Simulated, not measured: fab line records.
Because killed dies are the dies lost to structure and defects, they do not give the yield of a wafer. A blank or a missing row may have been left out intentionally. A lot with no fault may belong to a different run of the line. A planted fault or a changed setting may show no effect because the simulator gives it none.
fab line records    flow rit_cmos
record: lots: 5  wafers: 15  last_day: 7
route steps=202 shown CONTACT@182 M1@184
lots that met no fault: taken from a fault-free run of the same line
start_h: start of the lot's first displayed wafer, in hours after the record's first day    wait_h: how many hours have passed since the lot's step before this one    " unchanged from the row above    L1.1+2: a single row standing in for several wafers    - either no value or no given start    * or withheld: withheld    < > ~ a bound
route shown NAME@n: names a module that has steps shown in the file, with the first one's number in the route    usual: mean/standard deviation of fault-free wafers    same: alike in all rows    chamber/n: place in a boat    sites: per-site readings    _std_site: the standard deviation of these    _edge_site: mean of outer sites minus mean of inner sites    radius_mm: how far each site lies from the wafer's centre    mask NAME#n: copy n    behind: tool/chamber where the wafer was last shaped    hold: why the lot was held/for how many hours/how that ended    device: names the non-switching transistor (n, p or np)    end of line: tests of these same wafers at the route's end    for a step that has no rows: nothing shown but its recipe    killed: dies that structure and defects cost at the first sort, which is not the same as the wafer's yield    map: dies across one wafer; x = killed, . = not, _ = none there
set.NAME: the setting as run; set.NAME@STEP: as run at that earlier step    model.NAME: the simulator's own value behind a step, which no gauge read
lots at some steps of the route; a table a step, a row a wafer
services: from which hour (start_h, from the record's first day; less than 0 if before it) a tool's chamber was out of use, for how many hours, and why
== steps ==
step: RIT_CONTACT_CLEAN_13
recipe: chemistry: SC1  mix: 3:3:50  time_s: 600  temp_c: 75
usual: bath_guard_temp_C: 74.9/0.45  temp_c: 75.01/0.13
same: time_s: 600
lot.wafer  tool          chamber  start_h  wait_h  bath_guard_temp_C  temp_c
L075.3     wet_bench-04  0        64.55    0.1     74.4               75.10
L075.4     "             0        "        "       74.1               75.12
L075.5     "             0        "        "       74.0               75.09
L086.2     wet_bench-03  3        117.88   0.1     74.8               75.00
L086.5     "             3        "        "       74.9               74.90
L086.6     "             3        "        "       75.0               74.88
L087.1     wet_bench-04  0        122.75   0.1     74.3               74.89
L087.3     "             0        "        "       74.2               74.91
L087.4     "             0        "        "       74.5               74.76
L092.1     wet_bench-01  3        145.82   0.1     74.9               75.15
L092.2     "             3        "        "       74.5               74.81
L092.5     "             3        "        "       74.7               74.96
L093.3     wet_bench-01  3        153.12   0.1     74.6               75.18
L093.5     "             3        "        "       75.0               75.12
L093.6     "             3        "        "       74.7               75.19
step: RIT_CONTACT_CLEAN_14
recipe: chemistry: SC2  mix: 3:3:50  time_s: 600  temp_c: 75  dry: n2_spin
usual: bath_guard_temp_C: 74.9/0.48  temp_c: 75.02/0.13
same: time_s: 600
lot.wafer  tool          chamber  start_h  wait_h  bath_guard_temp_C  temp_c
L075.3     wet_bench-03  2        64.72    0.0     74.9               75.31
L075.4     "             2        "        "       74.8               75.15
L075.5     "             2        "        "       75.0               75.20
L086.2     wet_bench-04  1        118.07   0.0     75.5               75.02
L086.5     "             1        "        "       74.8               75.05
L086.6     "             1        "        "       75.4               75.01
L087.1     wet_bench-03  0        122.93   0.0     74.3               75.08
L087.3     "             0        "        "       74.2               75.02
L087.4     "             0        "        "       74.4               75.01
L092.1     wet_bench-04  0        145.99   0.0     74.4               75.01
L092.2     "             0        "        "       74.3               74.83
L092.5     "             0        "        "       74.2               74.91
L093.3     wet_bench-04  2        153.31   0.0     75.5               74.86
L093.5     "             2        "        "       75.4               74.72
L093.6     "             2        "        "       75.7               74.95
step: RIT_M1_SPUTTER_00
recipe: material: Al  target_thk_nm: 400  power_w: 2000  chamber_pressure_pa: 0.4  gas: Ar  time_s: 500  substrate_temp_c: 25
usual: cathode_dc_power_W: 2000.0/0.37  throttle_valve_pct: 30.2/1
same: time_s: 500
lot.wafer  tool            chamber  start_h  wait_h  cathode_dc_power_W  throttle_valve_pct
L075.3     pvd_sputter-02  -        64.90    0.0     1999.7              31.6
L075.4     "               -        "        "       2000.1              30.5
L075.5     "               -        "        "       2000.0              30.6
L086.2     pvd_sputter-01  -        118.25   0.0     2000.5              29.3
L086.5     "               -        "        "       2000.3              30.7
L086.6     "               -        "        "       2000.1              31.5
L087.1     pvd_sputter-04  -        123.10   0.0     2000.3              30.5
L087.3     "               -        "        "       2000.4              31.3
L087.4     "               -        "        "       1999.8              30.1
L092.1     pvd_sputter-04  -        146.17   0.0     1999.8              31.2
L092.2     "               -        "        "       2000.3              29.3
L092.5     "               -        "        "       2000.3              30.5
L093.3     pvd_sputter-01  -        153.49   0.0     2000.3              28.1
L093.5     "               -        "        "       2000.0              31.3
L093.6     "               -        "        "       2000.3              30.6
step: RIT_M1_RS_MEAS_01
recipe: thk_meas_gauge: four-point-probe  reads: Al_of_M1_SPUTTER_00
usual: M1_AL_RS: 0.0737/0.00072
lot.wafer  tool           chamber  start_h  wait_h  M1_AL_RS[ohm/sq]
L075.3     film_metro-01  -        65.23    0.2     0.0745
L075.4     "              -        "        "       0.0746
L075.5     "              -        "        "       0.0743
L086.2     film_metro-01  -        118.56   0.2     0.0733
L086.5     "              -        "        "       0.0733
L086.6     "              -        "        "       0.0733
L087.1     film_metro-02  -        123.40   0.1     0.0741
L087.3     "              -        "        "       0.0738
L087.4     "              -        "        "       0.0729
L092.1     film_metro-02  -        146.46   0.1     0.0752
L092.2     "              -        "        "       0.0761
L092.5     "              -        "        "       0.0742
L093.3     film_metro-02  -        153.82   0.2     0.0743
L093.5     "              -        "        "       0.0753
L093.6     "              -        "        "       0.0743
step: RIT_M1_THK_MEAS_02
recipe: thk_meas_gauge: xrf  reads: Al_of_M1_SPUTTER_00
usual: M1_AL_THK: 396/4.8
lot.wafer  tool           chamber  start_h  wait_h  M1_AL_THK[nm]
L075.3     film_metro-01  -        65.33    0.1     396
L075.4     "              -        "        "       394
L075.5     "              -        "        "       398
L086.2     film_metro-01  -        118.67   0.1     397
L086.5     "              -        "        "       401
L086.6     "              -        "        "       399
L087.1     film_metro-02  -        123.52   0.1     393
L087.3     "              -        "        "       394
L087.4     "              -        "        "       400
L092.1     film_metro-02  -        146.58   0.1     384
L092.2     "              -        "        "       380
L092.5     "              -        "        "       391
L093.3     film_metro-02  -        153.92   0.1     389
L093.5     "              -        "        "       387
L093.6     "              -        "        "       387
step: RIT_M1_HMDS_03
recipe: prime_time_s: 60  prime_temp_c: 140
same: prime_time_s: 60
lot.wafer   tool            chamber  start_h  wait_h
L075.3+4+5  litho_track-02  0        65.42    0.1
L086.2+5+6  litho_track-03  0        118.75   0.1
L087.1+3+4  litho_track-02  0        123.58   0.1
L092.1+2+5  litho_track-04  0        146.64   0.1
L093.3+5+6  litho_track-02  0        154.01   0.1
step: RIT_M1_COAT_04
recipe: resist: NOVOLAK  spin_rpm: 2000  resist_thk_nm: 1300
usual: spin_speed_rpm: 2000.0/1.4
lot.wafer  tool            chamber  start_h  wait_h  spin_speed_rpm
L075.3     litho_track-02  0        65.57    0.1     2002.2
L075.4     "               0        "        "       2000.1
L075.5     "               0        "        "       2000.2
L086.2     litho_track-03  0        118.90   0.1     1997.9
L086.5     "               0        "        "       1999.5
L086.6     "               0        "        "       1999.0
L087.1     litho_track-02  0        123.73   0.1     2000.5
L087.3     "               0        "        "       2000.0
L087.4     "               0        "        "       2001.3
L092.1     litho_track-04  0        146.79   0.1     1999.8
L092.2     "               0        "        "       2000.9
L092.5     "               0        "        "       1998.9
L093.3     litho_track-02  0        154.16   0.1     2000.9
L093.5     "               0        "        "       1999.4
L093.6     "               0        "        "       2001.4
step: RIT_M1_SOFTBAKE_05
recipe: resist: NOVOLAK  temp_c: 90  time_s: 60
same: time_s: 60
lot.wafer   tool            chamber  start_h  wait_h
L075.3+4+5  litho_track-02  0        65.72    0.1
L086.2+5+6  litho_track-03  0        119.05   0.1
L087.1+3+4  litho_track-02  0        123.88   0.1
L092.1+2+5  litho_track-04  0        146.94   0.1
L093.3+5+6  litho_track-02  0        154.31   0.1
step: RIT_M1_EXPOSE_06
recipe: mask_id: M12  na: 0.6  source_shape: conventional  sigma_outer: 0.5  target_cd_nm: 2600  dose_mj: 250
lot.wafer   tool              chamber  start_h  wait_h  mask
L075.3+4+5  iline_stepper-02  0        65.98    0.2     M12#0
L086.2+5+6  iline_stepper-02  0        119.32   0.2     M12#0
L087.1+3+4  iline_stepper-01  0        124.15   0.2     M12#0
L092.1+2+5  iline_stepper-02  0        147.09   0.1     M12#0
L093.3+5+6  iline_stepper-02  0        154.45   0.1     M12#0
step: RIT_M1_PEB_07
recipe: resist: NOVOLAK  temp_c: withheld  time_s: withheld
lot.wafer   tool            chamber  start_h  wait_h
L075.3+4+5  litho_track-04  0        66.11    0.1
L086.2+5+6  litho_track-04  0        119.44   0.1
L087.1+3+4  litho_track-02  0        124.27   0.1
L092.1+2+5  litho_track-04  0        147.21   0.1
L093.3+5+6  litho_track-04  0        154.58   0.1
step: RIT_M1_DEVELOP_08
recipe: resist: NOVOLAK  develop_time_s: 68  dev_temp_c: 23
lot.wafer   tool            chamber  start_h  wait_h
L075.3+4+5  litho_track-04  0        -        -
L086.2+5+6  litho_track-04  0        -        -
L087.1+3+4  litho_track-02  0        -        -
L092.1+2+5  litho_track-04  0        -        -
L093.3+5+6  litho_track-04  0        -        -
step: RIT_M1_CD_MEAS_09
recipe: target_cd_nm: 2600
usual: cd_nm: 2599.4/2.2
lot.wafer  tool       chamber  start_h  wait_h  cd_nm
L075.3     cd_sem-02  -        66.42    -       2598.2
L075.4     "          -        "        "       2600.5
L075.5     "          -        "        "       2599.3
L086.2     cd_sem-02  -        119.75   -       2597.1
L086.5     "          -        "        "       2597.1
L086.6     "          -        "        "       2596.4
L087.1     cd_sem-01  -        124.58   -       2604.2
L087.3     "          -        "        "       2603.6
L087.4     "          -        "        "       2603.7
L092.1     cd_sem-01  -        147.52   -       2600.7
L092.2     "          -        "        "       2599.5
L092.5     "          -        "        "       2601.1
L093.3     cd_sem-02  -        154.88   -       2597.4
L093.5     "          -        "        "       2598.5
L093.6     "          -        "        "       2598.6
step: RIT_M1_OVL_MEAS_10
usual: M1_OVL: 1.0/1.5
lot.wafer  tool        chamber  start_h  wait_h  M1_OVL[nm]
L075.3     overlay-01  -        66.51    0.1     1.7
L075.4     "           -        "        "       2.3
L075.5     "           -        "        "       3.0
L086.2     overlay-01  -        119.85   0.1     0.4
L086.5     "           -        "        "       1.1
L086.6     "           -        "        "       0.7
L087.1     overlay-02  -        124.70   0.1     1.2
L087.3     "           -        "        "       1.0
L087.4     "           -        "        "       1.4
L092.1     overlay-01  -        147.64   0.1     1.9
L092.2     "           -        "        "       2.2
L092.5     "           -        "        "       1.8
L093.3     overlay-01  -        154.97   0.1     0.7
L093.5     "           -        "        "       1.0
L093.6     "           -        "        "       0.5
step: RIT_M1_HARDBAKE_11
recipe: resist: NOVOLAK  temp_c: 140  time_s: 120
same: time_s: 120
lot.wafer   tool            chamber  start_h  wait_h
L075.3+4+5  litho_track-04  0        66.62    0.1
L086.2+5+6  litho_track-04  0        119.92   0.1
L087.1+3+4  litho_track-03  0        124.74   0.0
L092.1+2+5  litho_track-04  0        147.68   0.0
L093.3+5+6  litho_track-03  0        155.14   0.2
step: RIT_M1_METAL_ETCH_12
recipe: stop_on: SiO2  chemistry: Cl2/BCl3  target: Al  time_s: 165  over_etch_frac: 0.5  pressure_mtorr: 100  target_depth_a: 6000  rf_w: 250  Cl2_flow_sccm: 60  bcl3_flow_sccm: 50
usual: drypump_motor_current_A: 6.1/0.36  oes_product_au: 0.774/0.015  throttle_valve_pct: 8.24/0.079
same: time_s: 165
lot.wafer  tool          chamber  start_h  wait_h  drypump_motor_current_A  oes_product_au  rf_hours_counter_h  throttle_valve_pct
L075.3     rie_metal-03  0        66.84    0.2     6.3                      0.776           -                   8.34
L075.4     "             1        "        "       6.4                      0.748           -                   8.23
L075.5     "             1        "        "       6.4                      0.754           -                   8.22
L086.2     rie_metal-04  1        120.13   0.2     5.8                      0.796           3                   8.20
L086.5     "             0        "        "       6.4                      0.755           -                   8.13
L086.6     "             1        "        "       5.8                      0.780           -                   8.21
L087.1     rie_metal-01  1        124.99   0.2     5.4                      0.783           1                   8.24
L087.3     "             1        "        "       5.4                      0.780           -                   8.25
L087.4     "             0        "        "       5.7                      0.795           -                   8.34
L092.1     rie_metal-01  0        147.93   0.2     5.7                      0.792           1                   8.35
L092.2     "             1        "        "       5.4                      0.779           1                   8.23
L092.5     "             0        "        "       5.7                      0.794           -                   8.34
L093.3     rie_metal-04  0        155.36   0.2     6.4                      0.748           -                   8.14
L093.5     "             1        "        "       5.8                      0.770           -                   8.23
L093.6     "             0        "        "       6.4                      0.756           -                   8.14
step: RIT_M1_STRIP_13
recipe: chemistry: nmp  resist: NOVOLAK  temp_c: 80  time_s: 600  dry: n2_spin
usual: bath_guard_temp_C: 80.1/0.6  temp_c: 80.04/0.13
same: time_s: 600
lot.wafer  tool          chamber  start_h  wait_h  bath_guard_temp_C  temp_c
L075.3     wet_bench-02  2        66.94    0.1     81.0               80.05
L075.4     "             2        "        "       80.4               80.11
L075.5     "             2        "        "       80.7               80.06
L086.2     wet_bench-02  3        120.29   0.1     79.9               80.14
L086.5     "             3        "        "       80.3               79.99
L086.6     "             3        "        "       79.7               79.89
L087.1     wet_bench-01  2        125.15   0.1     79.7               79.99
L087.3     "             2        "        "       79.3               79.97
L087.4     "             2        "        "       79.3               80.07
L092.1     wet_bench-02  1        148.09   0.1     81.1               80.13
L092.2     "             1        "        "       81.3               80.25
L092.5     "             1        "        "       81.1               80.14
L093.3     wet_bench-01  2        155.47   0.1     79.5               80.08
L093.5     "             2        "        "       79.4               80.17
L093.6     "             2        "        "       79.2               80.24
step: RIT_M1_STRIP_14
recipe: chemistry: O2  time_s: 180  platen_temp_c: withheld  power_w: 500  pressure_mtorr: 4000  o2_flow_sccm: 4000
usual: drypump_motor_current_A: 5.62/0.17
same: time_s: 180
lot.wafer  tool             chamber  start_h  wait_h  drypump_motor_current_A  rf_hours_counter_h
L075.3     plasma_asher-02  1        67.18    0.1     5.77                     -
L075.4     "                0        "        "       5.63                     -
L075.5     "                1        "        "       5.77                     -
L086.2     plasma_asher-01  1        120.50   0.0     5.43                     50
L086.5     "                1        "        "       5.42                     -
L086.6     "                0        "        "       5.89                     -
L087.1     plasma_asher-03  0        125.33   0.0     5.50                     33
L087.3     "                1        "        "       5.38                     -
L087.4     "                0        "        "       5.51                     -
L092.1     plasma_asher-02  0        148.27   0.0     5.61                     53
L092.2     "                1        "        "       5.77                     53
L092.5     "                1        "        "       5.78                     -
L093.3     plasma_asher-02  0        155.73   0.1     5.62                     -
L093.5     "                0        "        "       5.62                     -
L093.6     "                1        "        "       5.76                     -
step: RIT_M1_CD_MEAS_90
recipe: target_cd_nm: 2600
usual: cd_nm: 2600/3.6
lot.wafer  tool       chamber  start_h  wait_h  cd_nm
L075.3     cd_sem-01  -        67.33    0.1     2598
L075.4     "          -        "        "       2602
L075.5     "          -        "        "       2601
L086.2     cd_sem-02  -        120.70   0.1     2598
L086.5     "          -        "        "       2600
L086.6     "          -        "        "       2598
L087.1     cd_sem-02  -        125.50   0.1     2601
L087.3     "          -        "        "       2601
L087.4     "          -        "        "       2603
L092.1     cd_sem-02  -        148.44   0.1     2600
L092.2     "          -        "        "       2597
L092.5     "          -        "        "       2601
L093.3     cd_sem-02  -        155.89   0.1     2602
L093.5     "          -        "        "       2601
L093.6     "          -        "        "       2604
step: RIT_M1_ANNEAL_15
recipe: temp_c: 450  time_s: 1800  ambient: forming_gas_H2N2
same: time_s: 1800
lot.wafer   tool        chamber  start_h  wait_h
L075.3+4+5  furnace-02  0        67.41    0.1
L086.2+5+6  furnace-02  0        125.68   5.0
L087.1+3+4  furnace-02  0        125.68   0.2
L092.1+2+5  furnace-02  0        148.56   0.1
L093.3+5+6  furnace-02  0        155.97   0.1
step: RIT_M1_BOW_MEAS_16
recipe: mode: bow
usual: M1_BOW: 17/6.3
lot.wafer  tool           chamber  start_h  wait_h  M1_BOW[um]
L075.3     film_metro-01  -        68.95    0.0     17
L075.4     "              -        "        "       25
L075.5     "              -        "        "       19
L087.1     film_metro-04  -        127.31   0.1     11
L087.3     "              -        "        "       16
L087.4     "              -        "        "       22
L086.2     film_metro-02  -        127.44   0.3     19
L086.5     "              -        "        "       16
L086.6     "              -        "        "       29
L092.1     film_metro-01  -        150.06   0.0     4
L092.2     "              -        "        "       19
L092.5     "              -        "        "       23
L093.3     film_metro-02  -        157.51   0.0     27
L093.5     "              -        "        "       20
L093.6     "              -        "        "       7
step: RIT_M1_PROBE_99
usual: defect_limited_yield: 97.4/1  killed_at_front_end: 6.8/2.7  killed_dies: 6.8/2.7  killed_open: 3.4/1.8  killed_short: 3.5/1.7  sort_bin_3_pad_short: 0.1/0.23  sort_bin_5_function: 1.5/0.67  sort_bin_6_memory: 1.0/0.67  sort_n_pass: 257.2/2.7  sort_yield_pct: 97.4/1
same: gross_dies: 264  killed_at_M0_to_M3: 0  killed_at_M4_up: 0  killed_at_back_side: 0  killed_at_contacts: 0  killed_at_other: 0
lot.wafer  tool       chamber  start_h  wait_h  defect_limited_yield[%]  killed_at_front_end  killed_dies  killed_open  killed_short  sort_bin_3_pad_short[%]  sort_bin_5_function[%]  sort_bin_6_memory[%]  sort_n_pass  sort_yield_pct[%]
L075.3     prober-02  -        69.13    0.2     96.6                     9                    9            5            4             0                        2.7                     0.8                   255.0        96.6
L075.4     prober-02  -        69.18    0.2     97.3                     7                    7            4            3             0                        2.3                     0.4                   257.0        97.3
L075.5     prober-02  -        69.23    0.2     97.0                     8                    8            3            5             0                        1.9                     1.1                   256.0        97.0
L087.1     prober-01  -        128.80   1.5     97.0                     8                    8            5            3             0.4                      1.5                     1.1                   256.0        97.0
L087.3     prober-01  -        128.90   1.5     96.6                     9                    9            4            5             0                        1.5                     1.9                   255.0        96.6
L087.4     prober-01  -        128.95   1.6     96.2                     10                   10           4            6             0                        3.0                     0.8                   254.0        96.2
L086.2     prober-01  -        129.15   1.7     95.1                     13                   13           5            8             0                        3.8                     1.1                   251.0        95.1
L086.5     prober-01  -        129.30   1.8     97.7                     6                    6            4            2             0.4                      0.8                     1.1                   258.0        97.7
L086.6     prober-01  -        129.35   1.8     99.2                     2                    2            1            1             0                        0.4                     0.4                   262.0        99.2
L092.1     prober-01  -        150.18   0.1     98.1                     5                    5            1            4             0                        1.1                     0.8                   259.0        98.1
L092.2     prober-01  -        150.23   0.1     97.7                     6                    6            3            3             0                        1.5                     0.8                   258.0        97.7
L092.5     prober-01  -        150.38   0.2     97.3                     7                    7            5            2             0                        0.8                     1.9                   257.0        97.3
L093.3     prober-02  -        157.69   0.2     97.0                     8                    8            3            5             0                        1.5                     1.5                   256.0        97.0
L093.5     prober-02  -        157.79   0.2     98.1                     5                    5            1            4             0                        1.1                     0.8                   259.0        98.1
L093.6     prober-02  -        157.84   0.2     95.8                     11                   11           5            6             0.4                      2.7                     1.1                   253.0        95.8
killed by level:class
L075.3 GATE:geometric_particle:short=2 SPACER:geometric_particle:open=2 SILICIDE:geometric_particle:short=2 FOX2:geometric_particle:open=1 GATE:geometric_particle:open=1 REOX:geometric_particle:open=1
L075.4 SILICIDE:geometric_particle:short=2 FOX1:geometric_particle:short=1 FOX1:geometric_particle:open=1 GATE:geometric_particle:open=1 REOX:geometric_particle:open=1 SPACER:geometric_particle:open=1
L075.5 FOX1:geometric_particle:short=3 GATE:geometric_particle:short=2 FOX1:geometric_particle:open=1 GATE:geometric_particle:open=1 SPACER:geometric_particle:open=1
L087.1 GATE:geometric_particle:short=3 FOX1:geometric_particle:open=2 SPACER:geometric_particle:open=2 GATE:geometric_particle:open=1
L087.3 GATE:geometric_particle:open=4 REOX:geometric_particle:short=3 FOX2:geometric_particle:short=1 GATE:geometric_particle:short=1
L087.4 GATE:geometric_particle:short=3 GATE:geometric_particle:open=2 FOX2:geometric_particle:short=1 REOX:geometric_particle:open=1 SPACER:geometric_particle:short=1 SPACER:geometric_particle:open=1 SILICIDE:geometric_particle:short=1
L086.2 FOX1:geometric_particle:short=3 GATE:geometric_particle:short=2 REOX:geometric_particle:open=2 SPACER:geometric_particle:short=2 FOX1:geometric_particle:open=1 GATE:geometric_particle:open=1 REOX:geometric_particle:short=1 SPACER:geometric_particle:open=1
L086.5 REOX:geometric_particle:short=2 SILICIDE:geometric_particle:open=2 GATE:geometric_particle:open=1 SPACER:geometric_particle:open=1
L086.6 REOX:geometric_particle:open=1 REOX:geometric_particle:short=1
L092.1 FOX1:geometric_particle:short=2 FOX1:geometric_particle:open=1 GATE:geometric_particle:short=1 REOX:geometric_particle:short=1
L092.2 FOX1:geometric_particle:open=2 SILICIDE:geometric_particle:short=2 FOX2:geometric_particle:short=1 REOX:geometric_particle:open=1
L092.5 SPACER:geometric_particle:open=2 SILICIDE:geometric_particle:open=2 FOX1:geometric_particle:open=1 FOX1:geometric_particle:short=1 SILICIDE:geometric_particle:short=1
L093.3 GATE:geometric_particle:open=2 SILICIDE:geometric_particle:short=2 FOX1:geometric_particle:short=1 GATE:geometric_particle:short=1 SPACER:geometric_particle:open=1 REOX:geometric_particle:short=1
L093.5 GATE:geometric_particle:short=2 GATE:geometric_particle:open=1 REOX:geometric_particle:short=1 SPACER:geometric_particle:short=1
L093.6 FOX2:geometric_particle:short=2 SILICIDE:geometric_particle:open=2 SILICIDE:geometric_particle:short=2 FOX1:geometric_particle:short=1 FOX1:geometric_particle:open=1 GATE:geometric_particle:open=1 GATE:geometric_particle:short=1 SPACER:geometric_particle:open=1
== services ==
tool              chamber  start_h  hours  kind
rie_metal-01      -        44.79    57.3   repair
iline_stepper-01  -        47.06    4.2    repair
rie_metal-01      -        48.88    0.3    repair
pvd_sputter-04    -        87.40    3.9    repair
pvd_sputter-04    -        100.84   0.8    repair
furnace-02        -        101.36   24.3   repair
furnace-02        -        115.13   2.8    repair
wet_bench-03      -        116.04   1.7    repair
rie_metal-03      -        124.72   1.1    repair
plasma_asher-02   -        126.35   4.3    pm
wet_bench-02      -        128.45   1.8    repair
pvd_sputter-02    -        129.59   12.5   repair
rie_metal-03      -        136.12   20.0   pm
rie_metal-03      0        136.12   20.0   vent_cycle
rie_metal-03      1        136.12   20.0   vent_cycle
iline_stepper-01  -        137.83   1.7    pm
pvd_sputter-02    -        142.72   5.9    repair
iline_stepper-01  -        149.55   10.1   repair
== key ==
fault none
